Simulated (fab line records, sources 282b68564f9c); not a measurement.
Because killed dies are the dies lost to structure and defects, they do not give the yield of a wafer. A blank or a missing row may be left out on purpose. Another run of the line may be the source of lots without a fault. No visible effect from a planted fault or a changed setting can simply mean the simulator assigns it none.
Which tool did it? + flow rit cmos + Sampling: 14 lots, 42 wafers, 2 of 202 route steps

WHAT EACH GAUGE READ, for each wafer
RIT_PLDD_TW_MEAS_10.
| lot  | measured    | on            | PLDD_TW        |
|------|-------------|---------------|----------------|
| L297 | day 2 23:55 | film metro-02 | 2330 2316 2326 |
| L299 | day 3 07:07 | film metro-04 | 2368 2360 2369 |
| L300 | day 3 10:57 | film metro-03 | 2355 2349 2339 |
| L301 | day 3 16:26 | film metro-02 | 2315 2344 2343 |
| L302 | day 3 22:28 | film metro-04 | 2368 2364 2360 |
| L309 | day 5 11:33 | film metro-02 | 30 30 30       |
| L310 | day 5 19:17 | film metro-03 | 30 30 30       |
| L311 | day 6 00:38 | film metro-03 | 2333 2349 2335 |
| L312 | day 6 00:52 | film metro-04 | 2340 2348 2356 |
| L314 | day 6 15:55 | film metro-02 | 2331 2341 2340 |
| L316 | day 6 21:10 | film metro-04 | 2349 2344 2348 |
| L317 | day 7 04:46 | film metro-04 | 2360 2349 2364 |
| L318 | day 7 16:29 | film metro-02 | 2321 2318 2323 |
| L319 | day 7 19:17 | film metro-04 | 2371 2360 2354 |

TOOL THAT RAN EACH LOT (tool first, then ch and the chambers of the sampled wafers, then the start)
| lot  | RIT_PLDD_DEVELOP_05              |
|------|----------------------------------|
| L297 | litho track-04 ch 0, day 2 23:00 |
| L299 | litho track-01 ch 0, day 3 06:00 |
| L300 | litho track-04 ch 0, day 3 10:00 |
| L301 | litho track-02 ch 0, day 3 15:00 |
| L302 | litho track-01 ch 0, day 3 21:00 |
| L309 | litho track-01 ch 0, day 5 10:00 |
| L310 | litho track-01 ch 0, day 5 18:00 |
| L311 | litho track-02 ch 0, day 6 00:00 |
| L312 | litho track-04 ch 0, day 6 00:00 |
| L314 | litho track-04 ch 0, day 6 15:00 |
| L316 | litho track-04 ch 0, day 6 20:00 |
| L317 | litho track-02 ch 0, day 7 04:00 |
| L318 | litho track-02 ch 0, day 7 15:00 |
| L319 | litho track-04 ch 0, day 7 18:00 |
- RIT_PLDD_DEVELOP_05: develop time 50 s.

AS READ BY THE TOOLS THEMSELVES (means over the sampled wafers that have a number; for cases with no such wafer, the mark the record gives instead)
The record holds no such reading with a usual standard deviation.

THE ANSWER, worked out from the rows above alone
Rule: the usual values come from the lots themselves. The widest of any qualifying gaps counts: lots, ordered by their means at a reading, are off when they make up no more than a third of the lots, leave a main group of 4 or more, and stand apart from it by 3 or more times the standard deviation of that group's means. A main group is skipped when, at the precision printed for the reading in the tables above, its means are all equal. A lot without any number at a reading at which 4 lots or more have one is off too. The other lots that the step has rows for count as sound. Order of review: gauges by route order, followed by the tools' own readings, for which a lot's mean as printed above is used. The first step at which some lot is off is used, and at that step the reading that is off furthest; a lot without a number counts as furthest.
Off: at RIT_PLDD_TW_MEAS_10 (PLDD_TW), L309, L310. Main group: mean 2346, sd 14.
A tool fits if, at a process step before that reading, it ran every lot that is off, and no sound lot after the first of them. Those tools and the gauges at RIT_PLDD_TW_MEAS_10 are tried in the same way. One candidate fits, namely litho track-01 at RIT_PLDD_DEVELOP_05. Its last sound lot is L302 (day 3 21:00), its first lot that is off L309 (day 5 10:00): a fault that began between those two fits.

WHAT HAD BEEN PUT IN BY THE SIMULATOR
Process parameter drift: litho track-01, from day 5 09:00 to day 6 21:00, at RIT_PLDD_DEVELOP_05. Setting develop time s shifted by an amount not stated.
Struck lots among those shown: L309, L310. Same finding as the rule above.
